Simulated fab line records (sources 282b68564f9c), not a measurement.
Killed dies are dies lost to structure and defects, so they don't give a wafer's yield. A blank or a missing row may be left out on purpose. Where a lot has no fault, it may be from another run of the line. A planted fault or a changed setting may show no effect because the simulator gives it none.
Which tool is to blame? | flow ritCmos | at 1 step of a route of 202, 14 lots with 42 wafers sampled

WHAT EACH GAUGE READ, for each wafer
No reading from a measuring or inspecting step in the record can be judged against a usual standard deviation.

WHAT TOOL EACH LOT RAN ON (gives the tool, then ch and the chambers of the sampled wafers, and finally the start)
lot  | RIT_NRETRO_DEVELOP_05
L481 | lithoTrack-02 ch 0, day 3 07:00
L483 | lithoTrack-04 ch 0, day 3 16:00
L484 | lithoTrack-02, day 4 01:00
L485 | lithoTrack-02, day 4 04:00
L487 | lithoTrack-02 ch 0, day 4 14:00
L489 | lithoTrack-01 ch 0, day 4 21:00
L490 | lithoTrack-04 ch 0, day 5 04:00
L492 | lithoTrack-02 ch 0, day 5 15:00
L493 | lithoTrack-04 ch 0, day 5 20:00
L494 | lithoTrack-01 ch 0, day 6 03:00
L495 | lithoTrack-01 ch 0, day 6 14:00
L496 | lithoTrack-04 ch 0, day 6 17:00
L497 | lithoTrack-02 ch 0, day 6 19:00
L499 | lithoTrack-01 ch 0, day 7 04:00
- RIT_NRETRO_DEVELOP_05: develop time 67.08 s.

AS READ BY THE TOOLS THEMSELVES (means over the sampled wafers that have a number; for cases with no such wafer, the mark the record gives instead)
RIT_NRETRO_DEVELOP_05.
lot  | tool          | chillPlateTempC (C) | developerTempC (C)
L481 | lithoTrack-02 | 22.95               | 22.94
L483 | lithoTrack-04 | 22.87               | 22.74
L484 | lithoTrack-02 | -                   | -
L485 | lithoTrack-02 | -                   | -
L487 | lithoTrack-02 | 23.18               | 22.99
L489 | lithoTrack-01 | 23.02               | 23.15
L490 | lithoTrack-04 | 22.96               | 23.07
L492 | lithoTrack-02 | 22.95               | 23.05
L493 | lithoTrack-04 | 23.05               | 23.03
L494 | lithoTrack-01 | 23.03               | 22.96
L495 | lithoTrack-01 | 22.98               | 23.05
L496 | lithoTrack-04 | 23.24               | 22.95
L497 | lithoTrack-02 | 23.05               | 22.99
L499 | lithoTrack-01 | 22.92               | 23.00

THE ANSWER, worked out from the rows above alone
Rule: what is usual is taken from the lots themselves. Put in order of their means at a reading, lots are off if they are a third of the lots or fewer, leave a main group of 4 or more, and stand apart from it by a gap of 3 or more times the standard deviation of the main group's means; of several such gaps the widest counts. A main group is skipped when, at the precision printed for the reading in the tables above, its means are all equal. Also off: a lot with no number at a reading for which 4 or more lots have one. Where the step has rows for the other lots, those lots are counted as sound. First the gauges in route order, then the tools' own readings, where a lot's mean is used as printed above. The first step at which some lot is off is used, and at that step the reading that is off furthest; a lot without a number counts as furthest.
Off: L484, L485 (RIT_NRETRO_DEVELOP_05, chillPlateTempC). Without a number there: L484, L485. The main group has a mean of 23.02 C with a standard deviation of 0.1.
A tool fits if, at that step or a process step before it, it ran every lot that is off, and no sound lot after the first of them. No candidate that was tried fits.

WHAT WAS PUT IN BY THE SIMULATOR
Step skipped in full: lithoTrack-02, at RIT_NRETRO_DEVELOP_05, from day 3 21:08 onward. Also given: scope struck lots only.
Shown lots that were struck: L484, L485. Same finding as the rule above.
